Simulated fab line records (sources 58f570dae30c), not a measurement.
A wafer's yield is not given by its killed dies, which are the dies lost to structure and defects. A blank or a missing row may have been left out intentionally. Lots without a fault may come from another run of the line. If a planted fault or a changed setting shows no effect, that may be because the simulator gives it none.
What tool caused it? | flow berkeleyCmos170 | 13 lots, 39 wafers sampled, at 3 steps of a route of 331

## WHAT THE GAUGES READ, wafer by wafer
UCB170_NVT_OVL_MEAS_06.
lot  | measured     | on         | NVT_OVL (nm)
L711 | day 6 13:59  | overlay-02 | -2 6 1
L712 | day 7 06:17  | overlay-01 | 1 13 15
L713 | day 7 06:31  | overlay-01 | 5 2 -6
L715 | day 7 18:19  | overlay-02 | -1 -9 -5
L718 | day 8 02:47  | overlay-02 | - - -
L717 | day 8 03:11  | overlay-01 | 0 -2 -1
L725 | day 10 00:22 | overlay-02 | 5 4 -1
L726 | day 10 09:29 | overlay-02 | -5 -5 -5
L728 | day 10 09:31 | overlay-01 | -6 -9 -7
L729 | day 10 09:46 | overlay-02 | 15 16 14
L731 | day 10 16:50 | overlay-01 | 1 4 11
L733 | day 11 14:23 | overlay-01 | 3 3 5
L732 | day 11 14:28 | overlay-02 | -1 0 4

UCB170_NVT_TW_MEAS_09.
lot  | measured     | on           | NVT_TW
L711 | day 6 14:16  | filmMetro-01 | 531 529 525
L712 | day 7 06:34  | filmMetro-01 | 531 533 529
L713 | day 7 06:49  | filmMetro-04 | 528 526 531
L715 | day 7 18:36  | filmMetro-04 | 529 530 532
L718 | day 8 03:04  | filmMetro-04 | 30 30 30 30 30 30
L717 | day 8 03:28  | filmMetro-02 | 528 527 527
L725 | day 10 00:39 | filmMetro-01 | 535 534 532
L726 | day 10 09:46 | filmMetro-01 | 534 535 534
L728 | day 10 09:47 | filmMetro-02 | 531 533 529
L729 | day 10 10:02 | filmMetro-01 | 536 533 533
L731 | day 10 17:08 | filmMetro-01 | 535 535 533
L733 | day 11 14:40 | filmMetro-01 | 535 534 534
L732 | day 11 14:46 | filmMetro-02 | 534 532 532

## WHAT TOOL EACH LOT RAN ON (gives the tool, then ch and the chambers of the sampled wafers, and finally the start)
lot  | UCB170_NVT_EXPOSE_03
L711 | krfScanner-02 ch 0, day 6 13:35
L712 | krfScanner-02 ch 0, day 7 05:53
L713 | krfScanner-01 ch 0, day 7 06:08
L715 | krfScanner-01 ch 0, day 7 17:55
L718 | krfScanner-02 ch 0, day 8 02:23
L717 | krfScanner-01 ch 0, day 8 02:39
L725 | krfScanner-02 ch 0, day 9 23:59
L726 | krfScanner-02 ch 0, day 10 08:04
L728 | krfScanner-01 ch 0, day 10 08:18
L729 | krfScanner-02 ch 0, day 10 08:32
L731 | krfScanner-01 ch 0, day 10 16:28
L733 | krfScanner-02 ch 0, day 11 13:17
L732 | krfScanner-02 ch 0, day 11 13:26
- UCB170_NVT_EXPOSE_03: exposes mask PWELL, target cd 3000 nm.

## AS READ BY THE TOOLS THEMSELVES (means over the sampled wafers that have a number; for cases with no such wafer, the mark the record gives instead)
UCB170_NVT_EXPOSE_03.
lot  | tool          | exposureDoseMJCm2
L711 | krfScanner-02 | 30.003
L712 | krfScanner-02 | 30.019
L713 | krfScanner-01 | 30.006
L715 | krfScanner-01 | 29.982
L718 | krfScanner-02 | 29.984
L717 | krfScanner-01 | 29.937
L725 | krfScanner-02 | 30.003
L726 | krfScanner-02 | 30.005
L728 | krfScanner-01 | 29.996
L729 | krfScanner-02 | 30.027
L731 | krfScanner-01 | 30.033
L733 | krfScanner-02 | 30.011
L732 | krfScanner-02 | 29.999

## THE ANSWER, worked out from the rows above alone
Rule: the usual values come from the lots themselves. Put in order of their means at a reading, lots are off if they are a third of the lots or fewer, leave a main group of 4 or more, and stand apart from it by a gap of 3 or more times the standard deviation of the main group's means; of several such gaps the widest counts. A main group whose means are all the same, to the digits that the tables above print for the reading, isn't used. Also off: a lot with no number at a reading for which 4 or more lots have one. All remaining lots with rows at the step are treated as sound. After the gauges, taken in route order, come the tools' own readings; for these a lot's mean is taken, as printed above. The first step at which some lot is off is used, and at that step the reading that is off furthest; a lot without a number counts as furthest.
Off: L718, at UCB170_NVT_OVL_MEAS_06 (NVT_OVL). Without a number there: L718. Mean 2 nm and standard deviation 6.1 in the main group.
If a tool, at a process step before that reading, ran all the lots that are off and no sound lot after the first of them, it fits. Not tried: the gauges at UCB170_NVT_OVL_MEAS_06; whatever is off there is also off at UCB170_NVT_TW_MEAS_09, on other tools, and gauge error can't account for it. Not one of the candidates tried fits.

## WHAT THE SIMULATOR PUT IN
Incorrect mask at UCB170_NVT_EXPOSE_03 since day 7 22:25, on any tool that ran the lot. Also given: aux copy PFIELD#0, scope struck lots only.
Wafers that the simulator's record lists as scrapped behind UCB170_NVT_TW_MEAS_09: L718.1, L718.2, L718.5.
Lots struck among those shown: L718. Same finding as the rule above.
